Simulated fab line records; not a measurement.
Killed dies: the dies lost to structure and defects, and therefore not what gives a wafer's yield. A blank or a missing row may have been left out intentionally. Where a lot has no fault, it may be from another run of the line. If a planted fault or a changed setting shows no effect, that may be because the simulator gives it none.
Problem report in the 8D (eight disciplines) form, filled by code    flow rit-cmos    the parts of the form that need people (team, actions taken, sign-off) are left out

## 1. WHAT IS WRONG
Wafers without a fault read 752.9, standard deviation 0.72; wafer_temp_C_max at RIT_SILICIDE_RTA_06 reads a mean of 693.2 on 6 wafers belonging to 2 lots. That puts it -83 standard deviations away from the usual mean.
The step: time 10 s, ramp up 5 s, ramp down 10 s.
Earliest sighting: wafer L932.2 on rtp-anneal-01 at day 6 18:41. The record has a number at this step for 42 wafers belonging to 14 lots. The rule behind "out" and "out of limits": a value lying over 4 standard deviations away from the usual mean. Any other wafer with a number is counted as sound.

## 2. WHAT THIS IS AND IS NOT
question                     is                      is not
which readings at this step  wafer_temp_C_max        chamber-o2-ppm
which lots                   L932, L934              L915, L916, L917, L918, L921, L922, L923, L924, L925, L926, L930, L937
which wafers of those lots   all that have a number  -
read on which tools          rtp-anneal-01           rtp-anneal-02
when                         from day 6 18:41        up to then (33 sound wafers); but 3 sound wafers of L937 came after

## 3. THE SUSPECTS, EACH WITH WHAT RULES IT OUT
Counting: a tool at any process step up to the reading remains a suspect when it ran all the lots that are out and ran no sound lot after the first of those.
- rtp-anneal-01 at RIT_SILICIDE_RTA_06 (time 10 s, ramp up 5 s, ramp down 10 s): kept. It processed each lot that is out, first L932 at day 6 18:41, and no sound lot thereafter; up to then, the last sound lot it processed was L930 at day 6 06:07. Out on those wafers are its own readings of wafer_temp_C_max.
Remaining after the count: rtp-anneal-01 at RIT_SILICIDE_RTA_06.

## 4. THE CAUSE (what the simulator had put in)
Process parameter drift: rtp-anneal-01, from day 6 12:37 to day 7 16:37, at RIT_SILICIDE_RTA_06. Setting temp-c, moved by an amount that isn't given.
After counting, this tool was the only one left.

## 5. THE EFFECT CHAIN, in route order
One row per reading whose mean, taken over the struck wafers that have a number, lies over 3 standard deviations from the usual. Scope: only readings with a usual standard deviation given in the record; hours: median across lots of the time from each lot's start at the first step in this table that gives one to its start at this step; sigmas: change in usual standard deviations.
hours  step                 reading           usual  on struck wafers  change  sigmas
0      RIT_SILICIDE_RTA_06  wafer_temp_C_max  752.9  693.2             -59.6   -83
Its process steps:
- RIT_SILICIDE_RTA_06: time 10 s, ramp up 5 s, ramp down 10 s.

## 6. WHAT WOULD HAVE CAUGHT IT SOONER
In this record no reading fell out of limits until day 6 18:41, 6 hours after the fault had begun at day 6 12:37.
